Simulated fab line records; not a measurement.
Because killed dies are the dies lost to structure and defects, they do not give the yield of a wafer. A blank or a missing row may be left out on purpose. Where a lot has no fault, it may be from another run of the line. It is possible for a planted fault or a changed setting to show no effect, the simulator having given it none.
Which of the tools did it? -- flow berkeley-cmos170 -- 21 wafers from 7 lots sampled at 4 of the route's 331 steps

## WHAT THE GAUGES SHOWED, per wafer
UCB170_NVT_TW_MEAS_09.
lot,measured,on,NVT_TW
L163,day 5 13:55,film-metro-04,523.9 530.6 528.0
L165,day 6 08:15,film-metro-03,524.0 525.7 520.8
L169,day 6 22:44,film-metro-03,524.8 524.4 524.6
L172,day 7 15:19,film-metro-03,524.6 523.3 522.4
L179,day 9 02:47,film-metro-02,533.2 531.6 530.2
L181,day 9 11:14,film-metro-03,530.8 527.2 529.0
L185,day 10 07:32,film-metro-03,523.5 520.5 523.7

## EACH LOT AND THE TOOL THAT RAN IT (in order: tool; ch and the chambers of the sampled wafers; start)
lot,UCB170_PFIELD_STRIP_08,UCB170_NVT_IMPLANT_07,UCB170_NVT_STRIP_08
L163,"plasma-asher-03 ch 0,1, day 4 09:20","implanter-04 ch 0, day 5 13:41","plasma-asher-02 ch 0,1, day 5 13:49"
L165,"plasma-asher-02 ch 0,1, day 4 18:44","implanter-03 ch 0, day 6 08:03","plasma-asher-02 ch 0,1, day 6 08:10"
L169,"plasma-asher-04 ch 0,1, day 5 12:14","implanter-04 ch 0, day 6 22:29","plasma-asher-04 ch 0,1, day 6 22:38"
L172,"plasma-asher-03 ch 0,1, day 6 09:52","implanter-03 ch 0, day 7 15:06","plasma-asher-01 ch 0,1, day 7 15:13"
L179,"plasma-asher-04 ch 0,1, day 7 21:18","implanter-02 ch 0, day 9 02:32","plasma-asher-04 ch 0,1, day 9 02:41"
L181,"plasma-asher-04 ch 0,1, day 8 09:57","implanter-04 ch 0, day 9 10:57","plasma-asher-01 ch 0,1, day 9 11:06"
L185,"plasma-asher-04 ch 0,1, day 9 08:01","implanter-03 ch 0, day 10 07:17","plasma-asher-02 ch 0,1, day 10 07:26"
- UCB170_PFIELD_STRIP_08: strips in O2.
- UCB170_NVT_IMPLANT_07
- UCB170_NVT_STRIP_08: strips in O2.

## THE ANSWER, worked out from the rows above alone
Rule: usual is defined by the lots themselves. The widest of any qualifying gaps counts: lots, ordered by their means at a reading, are off when they make up no more than a third of the lots, leave a main group of 4 or more, and stand apart from it by 3 or more times the standard deviation of that group's means. A main group is skipped when, at the precision printed for the reading in the tables above, its means are all equal. Also off: a lot with no number at a reading for which 4 or more lots have one. Any other lot the step has rows for is counted as sound.
No lot is off on any of the readings shown, so nothing can be concluded from this.

## WHAT HAD BEEN PUT IN BY THE SIMULATOR
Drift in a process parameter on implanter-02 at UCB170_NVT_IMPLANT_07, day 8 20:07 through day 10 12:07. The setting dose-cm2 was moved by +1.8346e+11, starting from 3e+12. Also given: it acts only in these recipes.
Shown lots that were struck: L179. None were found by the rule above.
